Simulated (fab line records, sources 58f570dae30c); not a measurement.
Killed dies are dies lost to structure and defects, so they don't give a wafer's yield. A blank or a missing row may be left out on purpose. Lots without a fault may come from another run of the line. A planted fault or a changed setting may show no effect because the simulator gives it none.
Problem report in the 8D (eight disciplines) form, filled by code | flow berkeley_cmos170 | the parts of the form that need people (team, actions taken, sign-off) are left out

1. THE PROBLEM
M2_AL_RS at UCB170_M2_RS_MEAS_02 reads a mean of 0.0348 ohm/sq on 2 wafers of 2 lots; wafers without a fault read 0.0323 ohm/sq with a standard deviation of 0.00036. That is +6.9 standard deviations from the usual mean.
The step: measures by four-point-probe.
First seen on wafer L229.2, day 10 05:28, on film_metro-03. The record holds 14 wafers of 6 lots with a number at this step. Rule for "out", or "out of limits": more than 4 standard deviations from the usual mean. The other wafers with a number count as sound.

2. WHAT IT IS AND WHAT IT IS NOT
question                    | is                           | is not
which readings at this step | M2_AL_RS                     | -
which lots                  | L229, L231                   | L219, L228, L232, L236
which wafers of those lots  | all that have a number       | -
read on which gauges        | film_metro-03, film_metro-04 | film_metro-01
when                        | from day 10 05:28            | up to then (6 sound wafers); but 6 sound wafers of L232, L236 came after

3. SUSPECTS, AND WHAT RULES EACH OUT
Counting: a tool at a process step up to the reading stays a suspect if it ran every lot that is out and no sound lot after the first of them.
- the gauge at UCB170_M2_RS_MEAS_02: ruled out. The wafers that are out were read on 2 gauges (film_metro-03, film_metro-04).
- plasma_asher-03 at UCB170_V1_STRIP_15 (strips in O2): kept. It ran every lot that is out, first L229 (day 10 04:59), and no sound lot after that.
- pvd_sputter-03 at UCB170_M2_SPUTTER_01 (material Al, target thk 900 nm, time 120 s): kept. It ran every lot that is out, first L229 (day 10 05:22), and no sound lot after that; its last sound lot up to then is L219 (day 7 13:43). Its own readings are out on those wafers: chamber_pressure_pa.
Left after counting: plasma_asher-03 at UCB170_V1_STRIP_15, pvd_sputter-03 at UCB170_M2_SPUTTER_01.

4. THE CAUSE (what the simulator had put in)
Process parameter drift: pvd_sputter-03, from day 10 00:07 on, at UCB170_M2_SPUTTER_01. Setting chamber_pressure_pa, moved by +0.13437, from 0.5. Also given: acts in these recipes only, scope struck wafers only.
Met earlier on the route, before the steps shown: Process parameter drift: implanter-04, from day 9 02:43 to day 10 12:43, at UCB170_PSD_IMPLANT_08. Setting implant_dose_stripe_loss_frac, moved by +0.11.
Counting left 2 suspects, and this tool is among them.

5. THE CHAIN OF EFFECTS, in route order
Each row: a reading whose mean over the struck wafers that have a number lies more than 3 standard deviations from the usual. Only readings for which the record gives a usual standard deviation are gone through. hours: the time from each lot's start at the first step in this table that gives one to its start at this step, as a median over the lots. sigmas: the change in usual standard deviations.
hours | step                  | reading             | usual         | on struck wafers | change  | sigmas
0     | UCB170_M2_SPUTTER_01  | chamber_pressure_pa | 0.5000 Pa     | 0.6335           | +0.1335 | +99 or more
0     | UCB170_M2_SPUTTER_01  | throttle_valve_pct  | 29.7 %        | 25.2             | -4.5    | -4.1
0     | UCB170_M2_RS_MEAS_02  | M2_AL_RS            | 0.0323 ohm/sq | 0.0348           | +0.0025 | +6.9
0     | UCB170_M2_THK_MEAS_03 | M2_AL_THK           | 892 nm        | 830              | -62     | -6.2
The process steps in it:
- UCB170_M2_SPUTTER_01: material Al, target thk 900 nm, time 120 s.
Later measuring or inspecting steps at which every struck wafer that the step has a row for has a number for every such reading, and none has moved that far: UCB170_M2_CD_MEAS_15, UCB170_M2_OVL_MEAS_16, UCB170_M2_CD_MEAS_90, UCB170_V2_THK_MEAS_01, UCB170_V2_BOW_MEAS_03, UCB170_V2_THK_MEAS_04.

6. WHAT WOULD HAVE CAUGHT IT SOONER
In this record the first reading out of limits at a measuring or inspecting step was taken at day 10 05:28, 5 hours after the fault began at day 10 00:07.
The tool's own readings at UCB170_M2_SPUTTER_01 were out on every struck wafer that the step has a row for (chamber_pressure_pa): an alarm limit on them would have fired on the first of those.
Of the lots that are out (2), L231 began UCB170_M2_SPUTTER_01 on pvd_sputter-03 after day 10 05:28. A hold on the tool at that time would have spared it.
